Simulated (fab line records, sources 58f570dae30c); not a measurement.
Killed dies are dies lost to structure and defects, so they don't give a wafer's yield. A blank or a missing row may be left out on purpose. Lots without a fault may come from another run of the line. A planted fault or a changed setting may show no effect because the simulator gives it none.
A struck lot beside a sound one | flow berkeley_cmos170 | 18 steps out of a route of 331
Sound: wafers L400.1, L400.2, L400.6. Struck: wafers L408.2, L408.3, L408.5. The cause comes at the end.
At each step with rows: each side's tool, then ch and its chambers, then its first start. Under that, the readings that differ: sound wafers | struck wafers | difference of the means | sigmas: that difference in standard deviations of wafers without a fault.
alike: readings whose means differ by less than 2 such deviations, and words and numbers that are the same on both sides. not compared: withheld readings, readings that some wafer has no value for, bounds like >300 that may hide the same value, and numbers for which the record gives no deviation and whose values overlap.
The two part at a step that has a row with sigmas, a row that says differs or no value, or rows on one side only. Numbers that don't overlap but have no deviation are shown without sigmas and don't part them. A reading that every wafer of one side lacks parts them only if that side has two wafers or more.

first, 1 step without rows for these wafers: UCB170_PLDD_IMPLANT_09.
UCB170_PLDD_STRIP_10: strips in O2.
  sound on plasma_asher-01 ch 0,1, day 8 14:34; struck on plasma_asher-02 ch 0,1, day 9 16:18
  alike: drypump_motor_current_A, oes_product_au, strip_time_to_endpoint_s
  not compared: rf_hours_counter_h
UCB170_PLDD_TW_MEAS_11:
  sound on film_metro-04, day 8 14:40; struck on film_metro-04, day 9 16:25
  alike: PLDD_TW
then, 7 steps without rows for these wafers: UCB170_PLDD_CLEAN_12 (cleans in SPM, time 600 s); UCB170_NLDD_HMDS_00 (prime time 60 s); UCB170_NLDD_COAT_01 (resist thk 900 nm); UCB170_NLDD_SOFTBAKE_02 (time 60 s); UCB170_NLDD_EXPOSE_03 (exposes mask NSELECT, target cd 1200 nm); UCB170_NLDD_PEB_04; UCB170_NLDD_DEVELOP_05 (develop time 45 s).
UCB170_NLDD_CD_MEAS_06: target cd 1200 nm.
  sound on cd_sem-01, day 8 16:23; struck on cd_sem-02, day 9 18:05
  alike: cd_nm
UCB170_NLDD_OVL_MEAS_07:
  sound on overlay-02, day 8 16:30; struck on overlay-02, day 9 18:11
  alike: NLDD_OVL
UCB170_NLDD_IMPLANT_08:
  sound on implanter-04 ch 0, day 8 16:32; struck on implanter-04 ch 0, day 9 18:14
  reading                   | sound                | struck               | difference | sigmas
  beam_energy_keV           | 29.989 29.985 29.991 | 19.513 19.498 19.511 | -10.481    | -99 or more
  model.implant.rp_nm (nm)  | 21.26 21.26 21.26    | 15.01 15.01 15.01    | -6.25      |
  model.implant.drp_nm (nm) | 9.611 9.611 9.611    | 7.086 7.086 7.086    | -2.525     |
  alike: faraday_current_uA, tilt_deg
then, 1 step without rows for these wafers: UCB170_NLDD_IMPLANT_09.
UCB170_NLDD_STRIP_10: strips in O2.
  sound on plasma_asher-01 ch 0,1, day 8 16:50; struck on plasma_asher-01 ch 0,1, day 9 18:31
  alike: drypump_motor_current_A, oes_product_au, strip_time_to_endpoint_s
  not compared: rf_hours_counter_h
UCB170_NLDD_TW_MEAS_11:
  sound on film_metro-01, day 8 16:56; struck on film_metro-01, day 9 18:37
  reading | sound          | struck         | difference | sigmas
  NLDD_TW | 2181 2184 2182 | 2071 2079 2075 | -107       | -5
then, 1 step without rows for these wafers: UCB170_NLDD_CLEAN_12 (cleans in SPM, time 600 s).
UCB170_M3_PROBE_99:
  the record has rows for the struck wafers here (prober-01, day 11 07:51) and none for the sound ones

WHERE THEY PART
First at UCB170_NLDD_IMPLANT_08; last, within this record, at UCB170_M3_PROBE_99.

WHY: what the simulator had put in
Process parameter drift: implanter-04, from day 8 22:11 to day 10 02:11, at UCB170_NLDD_IMPLANT_08. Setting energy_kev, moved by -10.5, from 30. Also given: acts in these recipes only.
